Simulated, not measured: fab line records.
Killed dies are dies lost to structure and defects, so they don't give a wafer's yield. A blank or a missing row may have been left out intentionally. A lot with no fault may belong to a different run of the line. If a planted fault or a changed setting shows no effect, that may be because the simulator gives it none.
fab line records	flow ritCmos
record lots=6	wafers=18	lastDay=7
route steps=202 shown GATE@93 REOX@98 NLDD@103 M1@202
lots untouched by any fault: they come from a run of this same line in which no faults occurred
startH: hours from the record's first day to the start of the lot's first wafer shown	waitH: time in hours since the lot's previous step	" repeats the value in the row above	L1.1+2: one row covering several wafers at once	- no value, or no start was given	* or withheld: withheld	< > ~ a bound
route shown NAME@n: a module of which the file shows steps, and the number in the route of the first	usual: mean/standard deviation taken from wafers without a fault	same: alike in all rows	chamber/n: place in a boat	sites: per-site readings	_std_site: their standard deviation	_edge_site: mean of outer sites minus mean of inner sites	radiusMm: how far each site lies from the wafer's centre	mask NAME#n: copy n	behind: the most recent tool/chamber to have shaped the wafer	hold: why the lot went on hold/how many hours it stayed there/how the hold came to an end	device: whichever transistor did not switch (one of n, p or np)	end of line: at the end of the route, the tests of the same wafers	step lacking rows: just its recipe	killed: the dies lost at the first sort to structure and to defects; this is not the yield of the wafer	map: shows each die of a wafer: x if killed, . if not, _ if none is there
set.NAME: the setting the step ran with; set.NAME@STEP: the setting that earlier step ran with	model.NAME: the simulator's own value behind a step, which no gauge read
lots at some steps of the route; a table a step, a row a wafer
services: a tool's chamber out of use, with start hour (startH, from the record's first day; less than 0 if before it), hours out, and reason
## steps
# step RIT_GATE_OVL_MEAS_17
# usual GATE_OVL=-1.1/1.4
lot.wafer	tool	chamber	startH	waitH	GATE_OVL[nm]
L982.3	overlay-02	-	39.04	0.1	-2.9
L982.5	"	-	"	"	-2.1
L982.6	"	-	"	"	-2.2
L987.3	overlay-01	-	65.65	0.1	0.3
L987.5	"	-	"	"	0.4
L987.6	"	-	"	"	0.9
L989.2	overlay-02	-	77.07	0.1	-2.5
L989.5	"	-	"	"	-2.9
L989.6	"	-	"	"	-2.0
L990.2	overlay-02	-	81.66	0.1	-1.0
L990.4	"	-	"	"	0.0
L990.6	"	-	"	"	-2.2
L993.2	overlay-02	-	95.13	0.1	0.3
L993.4	"	-	"	"	-1.0
L993.5	"	-	"	"	-0.1
L103.2	overlay-01	-	142.91	0.1	1.9
L103.5	"	-	"	"	0.4
L103.6	"	-	"	"	-0.2
# step RIT_GATE_HARDBAKE_18
# recipe resist=NOVOLAK	tempC=140	timeS=60
# step RIT_GATE_ETCH_19
# recipe chemistry=SF6/CHF3/O2	timeS=165	SF6_flow_sccm=30	CHF3_flow_sccm=30	O2_flow_sccm=5	target=poly-Si	pressureMtorr=40	rfW=160	targetDepthA=3125	overEtchFrac=0.25	stopOn=SiO2
# usual drypumpMotorCurrentA=5.8/0.64	oesProductAu=0.858/0.011	throttleValvePct=10.22/0.14
lot.wafer	tool	chamber	startH	waitH	drypumpMotorCurrentA	oesProductAu	rfHoursCounterH	throttleValvePct
L982.3	rieSi-01	3	39.22	0.1	5.1	0.865	165	10.28
L982.5	"	2	"	"	5.1	0.873	-	10.11
L982.6	"	1	"	"	5.3	0.848	-	10.10
L987.3	rieSi-02	0	65.83	0.1	5.8	0.854	120	10.20
L987.5	"	3	"	"	6.5	0.860	-	10.53
L987.6	"	2	"	"	6.9	0.864	-	10.06
L989.2	rieSi-02	3	77.25	0.1	6.5	0.849	16	10.54
L989.5	"	0	"	"	5.8	0.862	-	10.21
L989.6	"	3	"	"	6.5	0.855	-	10.52
L990.2	rieSi-01	3	81.92	0.1	5.1	0.874	0	10.27
L990.4	"	0	"	"	5.7	0.863	132	10.32
L990.6	"	2	"	"	5.1	0.863	-	10.11
L993.2	rieSi-02	0	95.31	0.1	5.8	0.860	120	10.21
L993.4	"	1	"	"	6.4	0.843	40	10.26
L993.5	"	1	"	"	6.4	0.839	-	10.28
L103.2	rieSi-02	3	143.09	0.1	6.5	0.863	16	10.52
L103.5	"	1	"	"	6.4	0.844	-	10.28
L103.6	"	2	"	"	6.9	0.865	-	10.05
# step RIT_GATE_STRIP_20
# recipe chemistry=O2	timeS=180	resist=NOVOLAK	platenTempC=withheld	powerW=500	pressureMtorr=4000	o2FlowSccm=3888
# usual drypumpMotorCurrentA=5.7/0.58
lot.wafer	tool	chamber	startH	waitH	drypumpMotorCurrentA	rfHoursCounterH
L982.3	plasmaAsher-03	0	39.38	0.1	5.5	-
L982.5	"	1	"	"	5.6	-
L982.6	"	0	"	"	5.5	-
L987.3	plasmaAsher-02	1	65.99	0.1	6.0	-
L987.5	"	0	"	"	6.8	-
L987.6	"	1	"	"	6.1	-
L989.2	plasmaAsher-02	1	77.36	0.1	6.1	42
L989.5	"	1	"	"	6.1	-
L989.6	"	0	"	"	6.8	-
L990.2	plasmaAsher-03	1	82.03	0.1	5.6	46
L990.4	"	1	"	"	5.6	-
L990.6	"	0	"	"	5.5	-
L993.2	plasmaAsher-04	1	95.41	0.1	5.6	31
L993.4	"	1	"	"	5.6	-
L993.5	"	0	"	"	4.8	-
L103.2	plasmaAsher-02	0	143.19	0.1	6.8	49
L103.5	"	0	"	"	6.8	-
L103.6	"	1	"	"	6.0	-
# step RIT_GATE_CD_MEAS_90
# recipe targetCdNm=150
# usual cdNm=149.4/2.5
lot.wafer	tool	chamber	startH	waitH	cdNm
L982.3	cdSem-01	-	39.54	0.1	148.1
L982.5	"	-	"	"	146.9
L982.6	"	-	"	"	146.6
L987.3	cdSem-02	-	66.15	0.1	149.2
L987.5	"	-	"	"	150.4
L987.6	"	-	"	"	150.0
L989.2	cdSem-02	-	77.55	0.1	153.6
L989.5	"	-	"	"	155.1
L989.6	"	-	"	"	154.1
L990.2	cdSem-02	-	82.23	0.1	154.3
L990.4	"	-	"	"	152.7
L990.6	"	-	"	"	153.2
L993.2	cdSem-02	-	95.61	0.1	148.7
L993.4	"	-	"	"	150.8
L993.5	"	-	"	"	148.7
L103.2	cdSem-01	-	143.39	0.1	150.8
L103.5	"	-	"	"	150.9
L103.6	"	-	"	"	149.0
# step RIT_REOX_CLEAN_00
# recipe chemistry=SC1	mix=3:3:50	timeS=600	tempC=75
# step RIT_REOX_CLEAN_01
# recipe chemistry=dHF	dilution=50:1	timeS=30
# step RIT_REOX_CLEAN_02
# recipe chemistry=SC2	mix=3:3:50	timeS=600	tempC=75	dry=n2Spin
# step RIT_REOX_OXIDATION_03
# recipe tempC=900	ambient=O2	targetThkA=252	oxTimeS=5580
# step RIT_REOX_THK_MEAS_04
# recipe reads=SiO2_of_REOX_OXIDATION_03
# usual REOX_OXIDE_THK=25.2/0.46
lot.wafer	tool	chamber	startH	waitH	REOX_OXIDE_THK[nm]
L982.3	filmMetro-04	-	43.21	0.0	25.0
L982.5	"	-	"	"	25.0
L982.6	"	-	"	"	25.0
L987.3	filmMetro-04	-	70.12	0.0	24.5
L987.5	"	-	"	"	24.8
L987.6	"	-	"	"	24.3
L989.2	filmMetro-03	-	80.69	0.0	24.9
L989.5	"	-	"	"	25.0
L989.6	"	-	"	"	24.9
L990.2	filmMetro-04	-	85.42	0.0	25.4
L990.4	"	-	"	"	25.1
L990.6	"	-	"	"	25.6
L993.2	filmMetro-03	-	98.65	0.0	25.3
L993.4	"	-	"	"	25.5
L993.5	"	-	"	"	25.2
L103.2	filmMetro-03	-	148.37	0.0	24.4
L103.5	"	-	"	"	24.6
L103.6	"	-	"	"	24.8
# step RIT_NLDD_HMDS_00
# recipe primeTimeS=60	primeTempC=140
# step RIT_NLDD_COAT_01
# recipe resist=NOVOLAK	spinRpm=3250	resistThkNm=1000
# step RIT_NLDD_SOFTBAKE_02
# recipe resist=NOVOLAK	tempC=90	timeS=60
# usual heaterPowerTotalW=34.56/0.05	plateTempC=90.02/0.11
lot.wafer	tool	chamber	startH	waitH	heaterPowerTotalW	plateTempC	model.NOVOLAK_of_NLDD_COAT_01.thkNm
L982.3	lithoTrack-03	0	43.60	0.1	34.64	90.13	999.9
L982.5	"	0	"	"	34.55	90.11	999.4
L982.6	"	0	"	"	34.47	90.10	998.9
L987.3	lithoTrack-04	0	70.51	0.1	34.61	89.84	997.1
L987.5	"	0	"	"	34.60	89.94	995.5
L987.6	"	0	"	"	34.56	89.94	997.4
L989.2	lithoTrack-04	0	81.06	0.1	36.71	94.08	990.3
L989.5	"	0	"	"	36.81	93.85	989.3
L989.6	"	0	"	"	36.71	94.07	989.1
L990.2	lithoTrack-04	0	85.80	0.1	36.80	94.06	984.9
L990.4	"	0	"	"	36.78	94.19	985.3
L990.6	"	0	"	"	36.70	94.11	987
L993.2	lithoTrack-03	0	99.15	0.1	34.51	89.98	1002
L993.4	"	0	"	"	34.54	90.29	1003
L993.5	"	0	"	"	34.51	90.06	1004
L103.2	lithoTrack-02	0	148.75	0.1	34.62	90.19	1003
L103.5	"	0	"	"	34.58	90.04	1001
L103.6	"	0	"	"	34.62	90.17	1000
# step RIT_NLDD_EXPOSE_03
# recipe maskId=M7	na=0.57	targetCdNm=40700	doseMj=250
# step RIT_NLDD_PEB_04
# recipe resist=NOVOLAK	tempC=withheld	timeS=withheld
# step RIT_NLDD_DEVELOP_05
# recipe resist=NOVOLAK	developTimeS=50	devTempC=23
lot.wafer	tool	chamber	startH	waitH	model.NOVOLAK_of_NLDD_COAT_01.thkNm
L982.3	lithoTrack-04	0	-	-	999.6
L982.5	"	0	"	"	999
L982.6	"	0	"	"	998.6
L987.3	lithoTrack-02	0	-	-	996.8
L987.5	"	0	"	"	995.2
L987.6	"	0	"	"	997.1
L989.2	lithoTrack-04	0	-	-	990
L989.5	"	0	"	"	989
L989.6	"	0	"	"	988.8
L990.2	lithoTrack-02	0	-	-	984.6
L990.4	"	0	"	"	984.9
L990.6	"	0	"	"	986.6
L993.2+4	lithoTrack-04	0	-	-	1002
L993.5	"	0	"	"	1003
L103.2	lithoTrack-03	0	-	-	1003
L103.5	"	0	"	"	1001
L103.6	"	0	"	"	999.8
# step RIT_NLDD_OVL_MEAS_06
# usual NLDD_OVL=-0.8/1.2
lot.wafer	tool	chamber	startH	waitH	NLDD_OVL[nm]
L982.3	overlay-01	-	44.12	-	0.6
L982.5	"	-	"	"	-0.1
L982.6	"	-	"	"	1.5
L987.3	overlay-02	-	71.02	-	0.4
L987.5	"	-	"	"	0.4
L987.6	"	-	"	"	-0.4
L989.2	overlay-02	-	81.59	-	-0.6
L989.5	"	-	"	"	0.2
L989.6	"	-	"	"	0.1
L990.2	overlay-02	-	86.33	-	-1.6
L990.4	"	-	"	"	-1.9
L990.6	"	-	"	"	-1.8
L993.2	overlay-02	-	99.80	-	-1.2
L993.4	"	-	"	"	-1.5
L993.5	"	-	"	"	-0.5
L103.2	overlay-02	-	149.28	-	-1.9
L103.5	"	-	"	"	-2.3
L103.6	"	-	"	"	-1.6
# step RIT_M1_PROBE_99
# usual killedAtContacts=0.1/0.35	killedAtFrontEnd=6.9/2.8	killedDies=7.0/2.8	killedOpen=3.4/2	killedShort=3.5/2.1
# same grossDies=264	killed_at_M0_to_M3=0	killed_at_M4_up=0	killedAtBackSide=0	killedAtOther=0
lot.wafer	tool	chamber	startH	waitH	killedAtContacts	killedAtFrontEnd	killedDies	killedOpen	killedShort
L982.3	prober-01	-	60.22	0.2	1	7	8	4	4
L982.5	prober-01	-	60.32	0.2	0	6	6	2	4
L982.6	prober-01	-	60.37	0.2	0	9	9	7	2
L987.3	prober-02	-	86.96	0.2	0	5	5	1	4
L987.5	prober-02	-	87.06	0.2	0	3	3	1	2
L987.6	prober-02	-	87.11	0.2	0	7	7	1	6
L989.2	prober-02	-	97.03	0.1	0	2	2	1	1
L989.5	prober-02	-	97.18	0.2	0	6	6	4	2
L989.6	prober-02	-	97.23	0.2	0	4	4	1	3
L990.2	prober-01	-	102.78	0.1	0	9	9	5	4
L990.4	prober-01	-	102.88	0.2	0	6	6	4	2
L990.6	prober-01	-	102.98	0.2	0	11	11	8	3
L993.2	prober-02	-	115.29	0.1	0	7	7	4	3
L993.4	prober-02	-	115.39	0.2	0	9	9	6	3
L993.5	prober-02	-	115.44	0.2	0	7	7	4	3
L103.2	prober-02	-	165.11	0.1	0	6	6	5	1
L103.5	prober-02	-	165.26	0.2	0	9	9	2	7
L103.6	prober-02	-	165.31	0.2	0	9	9	5	3
# killed by level:class
L982.3 GATE:geometricParticle:short=3 SPACER:geometricParticle:open=3 GATE:geometricParticle:open=1 CONTACT:geometricParticle:short=1
L982.5 GATE:geometricParticle:short=3 FOX1:geometricParticle:short=1 GATE:geometricParticle:open=1 SILICIDE:geometricParticle:open=1
L982.6 GATE:geometricParticle:open=3 REOX:geometricParticle:open=2 SILICIDE:geometricParticle:open=2 GATE:geometricParticle:short=1 SILICIDE:geometricParticle:short=1
L987.3 GATE:geometricParticle:short=2 SILICIDE:geometricParticle:short=2 FOX1:geometricParticle:open=1
L987.5 GATE:geometricParticle:short=1 REOX:geometricParticle:open=1 SILICIDE:geometricParticle:short=1
L987.6 SILICIDE:geometricParticle:short=3 FOX1:geometricParticle:short=2 GATE:geometricParticle:open=1 GATE:geometricParticle:short=1
L989.2 SILICIDE:geometricParticle:short=1 SILICIDE:geometricParticle:open=1
L989.5 SPACER:geometricParticle:open=2 GATE:geometricParticle:short=1 REOX:geometricParticle:open=1 SPACER:geometricParticle:short=1 SILICIDE:geometricParticle:open=1
L989.6 FOX1:geometricParticle:open=1 FOX1:geometricParticle:short=1 GATE:geometricParticle:short=1 SILICIDE:geometricParticle:short=1
L990.2 GATE:geometricParticle:open=2 FOX1:geometricParticle:open=1 FOX1:geometricParticle:short=1 GATE:geometricParticle:short=1 REOX:geometricParticle:short=1 SPACER:geometricParticle:open=1 SILICIDE:geometricParticle:open=1 SILICIDE:geometricParticle:short=1
L990.4 FOX1:geometricParticle:open=1 FOX2:geometricParticle:open=1 GATE:geometricParticle:short=1 GATE:geometricParticle:open=1 REOX:geometricParticle:short=1 SILICIDE:geometricParticle:open=1
L990.6 SILICIDE:geometricParticle:open=4 FOX2:geometricParticle:open=2 FOX2:geometricParticle:short=1 GATE:geometricParticle:short=1 REOX:geometricParticle:open=1 REOX:geometricParticle:short=1 SPACER:geometricParticle:open=1
L993.2 FOX1:geometricParticle:open=3 FOX1:geometricParticle:short=1 FOX2:geometricParticle:short=1 REOX:geometricParticle:open=1 REOX:geometricParticle:short=1
L993.4 FOX1:geometricParticle:open=3 FOX1:geometricParticle:short=2 FOX2:geometricParticle:open=1 GATE:geometricParticle:short=1 SPACER:geometricParticle:open=1 SILICIDE:geometricParticle:open=1
L993.5 GATE:geometricParticle:open=2 FOX1:geometricParticle:open=1 FOX1:geometricParticle:short=1 GATE:geometricParticle:short=1 SILICIDE:geometricParticle:open=1 SILICIDE:geometricParticle:short=1
L103.2 GATE:geometricParticle:open=3 GATE:geometricParticle:short=1 SPACER:geometricParticle:open=1 SILICIDE:geometricParticle:open=1
L103.5 GATE:geometricParticle:short=4 REOX:geometricParticle:short=2 FOX1:geometricParticle:short=1 FOX1:geometricParticle:open=1 REOX:geometricParticle:open=1
L103.6 FOX1:geometricParticle:open=2 FOX1:geometricParticle:short=1 GATE:geometricParticle:short=1 GATE:geometricParticle:open=1 REOX:geometricParticle:short=1 SPACER:geometricParticle:open=1 SILICIDE:geometricParticle:open=1 NRETRO:coatMicrobubblePrinted=1
## services
tool	chamber	startH	hours	kind
rieSi-01	0	19.76	15.4	repair
rieSi-01	-	26.04	0.5	repair
plasmaAsher-02	-	33.02	3.0	repair
rieSi-01	3	39.41	-	clean
rieSi-01	3	39.41	19.1	scheduledDown
rieSi-01	3	39.41	19.1	ventCycle
plasmaAsher-03	-	62.49	0.7	repair
plasmaAsher-04	-	93.69	0.4	repair
rieSi-01	0	99.75	3.5	repair
plasmaAsher-04	-	105.16	2.2	repair
plasmaAsher-02	-	123.99	3.4	repair
rieSi-01	0	124.61	7.4	repair
plasmaAsher-02	-	144.26	7.2	repair
## key
firstSign step=RIT_NLDD_SOFTBAKE_02	reading=heaterPowerTotalW	direction=up	sigmas=44	usual=34.56	struck=36.75
effect step=RIT_NLDD_SOFTBAKE_02	reading=plateTempC	direction=up	sigmas=36	usual=*	struck=*
modelEffect step=RIT_NLDD_SOFTBAKE_02	value=NOVOLAK_of_NLDD_COAT_01.thkNm	without=998.4	struck=987.7
modelEffect step=RIT_NLDD_DEVELOP_05	value=NOVOLAK_of_NLDD_COAT_01.thkNm	without=998.1	struck=987.3
metAt RIT_NLDD_SOFTBAKE_02
struckWafers L989.2,L989.5,L989.6,L990.2,L990.4,L990.6
testerLeftOut L989,L990
onsetBetween 70.51 81.06
fault kind=processParameterDrift	tool=lithoTrack-04	chamber=-	onsetH=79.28	steps=RIT_NLDD_SOFTBAKE_02	channel=tempC	offset=*	shape=step	endH=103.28	actsIn=*	stated=*
# testerLeftOut: of these lots the tester's yield and bins aren't shown, on N5 and GAA mostly nor the transistor test; their killed dies are dies lost to structure and defects alone, not to doping, threshold or leakage, so they don't give the yield
